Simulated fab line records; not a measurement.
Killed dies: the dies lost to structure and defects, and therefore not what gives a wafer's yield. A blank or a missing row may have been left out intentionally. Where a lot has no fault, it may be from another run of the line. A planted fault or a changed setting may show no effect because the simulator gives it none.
Shared-tool check | flow berkeleyCmos170 | 42 wafers sampled across 14 lots

## WHY IT WAS OPENED
2 of 14 lots carry a flag on the reading PVT_TW at UCB170_PVT_TW_MEAS_09. Fault-free wafers read 512, with a standard deviation of 6.3.
Rule: a lot is flagged in two cases, either no wafer of it has a number, or all its wafers with numbers fall more than 4 standard deviations from that mean. The other lots count as sound.

lot  | measured     | on           | PVT_TW, wafer by wafer | flag
L511 | day 5 05:35  | filmMetro-03 | 508 510 508            | 
L512 | day 5 05:49  | filmMetro-04 | 505 508 507            | 
L515 | day 5 21:16  | filmMetro-04 | 509 507 507            | 
L513 | day 5 21:32  | filmMetro-02 | 523 519 522            | 
L514 | day 5 21:37  | filmMetro-04 | 507 506 508            | 
L516 | day 6 16:08  | filmMetro-02 | 527 528 526            | 
L520 | day 7 14:19  | filmMetro-04 | 507 507 509            | 
L525 | day 8 09:45  | filmMetro-03 | 507 510 509            | 
L526 | day 8 22:56  | filmMetro-03 | 31 31 31               | FLAGGED
L528 | day 9 10:56  | filmMetro-02 | 32 32 32               | FLAGGED
L530 | day 9 11:10  | filmMetro-03 | 511 512 510            | 
L529 | day 9 11:25  | filmMetro-04 | 507 505 506            | 
L534 | day 10 09:09 | filmMetro-04 | 503 503 507            | 
L532 | day 10 09:13 | filmMetro-03 | 510 512 512            | 
On average the flagged lots' numbers are 32, which is -480 against the usual, or -76 standard deviations.

## WHICH TOOL EACH LOT WENT THROUGH
The record keeps 1 process step preceding the reading, out of 331 steps on the route. Each cell gives the tool, then ch followed by the chambers the sampled wafers passed through, then the start.
lot  | flag    | UCB170_PVT_DEVELOP_05
L511 |         | lithoTrack-04 ch 0, day 5 05:00
L512 |         | lithoTrack-03 ch 0, day 5 05:00
L515 |         | lithoTrack-03 ch 0, day 5 20:00
L513 |         | lithoTrack-03 ch 0, day 5 21:00
L514 |         | lithoTrack-04 ch 0, day 5 21:00
L516 |         | lithoTrack-03 ch 0, day 6 15:00
L520 |         | lithoTrack-01 ch 0, day 7 13:00
L525 |         | lithoTrack-03 ch 0, day 8 09:00
L526 | FLAGGED | lithoTrack-01 ch 0, day 8 22:00
L528 | FLAGGED | lithoTrack-01 ch 0, day 9 10:00
L530 |         | lithoTrack-04 ch 0, day 9 10:00
L529 |         | lithoTrack-03 ch 0, day 9 11:00
L534 |         | lithoTrack-03 ch 0, day 10 08:00
L532 |         | lithoTrack-04 ch 0, day 10 08:00
What is done by these steps:
- UCB170_PVT_DEVELOP_05: develop time 45 s.
- UCB170_PVT_TW_MEAS_09

## FLAGGED AGAINST TOTAL, ONE TOOL AT A TIME (gauges that did the reading follow at the end)
step                  | tool          | lots run | flagged | share of the flagged lots | sound lots run after its first flagged lot
UCB170_PVT_DEVELOP_05 | lithoTrack-01 | 3        | 2       | all                       | 0
UCB170_PVT_DEVELOP_05 | lithoTrack-03 | 7        | 0       | none                      | -
UCB170_PVT_DEVELOP_05 | lithoTrack-04 | 4        | 0       | none                      | -
UCB170_PVT_TW_MEAS_09 | filmMetro-02  | 3        | 1       | some                      | 0
UCB170_PVT_TW_MEAS_09 | filmMetro-03  | 5        | 1       | some                      | 2 (L530,L532)
UCB170_PVT_TW_MEAS_09 | filmMetro-04  | 6        | 0       | none                      | -

## WHAT THE TABLE ALLOWS
Rows of the table that ran each flagged lot: 1, that is lithoTrack-01 at UCB170_PVT_DEVELOP_05.
- lithoTrack-01 at UCB170_PVT_DEVELOP_05 ran 3 lots, 2 of them flagged. Last sound lot L520 at day 7 13:00, first flagged lot L526 at day 8 22:00; a fault beginning in between fits.
Left over: one tool, lithoTrack-01 at UCB170_PVT_DEVELOP_05.

## WHAT THE SIMULATOR HAD INSERTED
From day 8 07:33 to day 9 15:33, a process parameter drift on lithoTrack-01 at UCB170_PVT_DEVELOP_05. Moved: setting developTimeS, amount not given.
Shown lots that were struck: L526, L528. The rule given above showed the same thing.
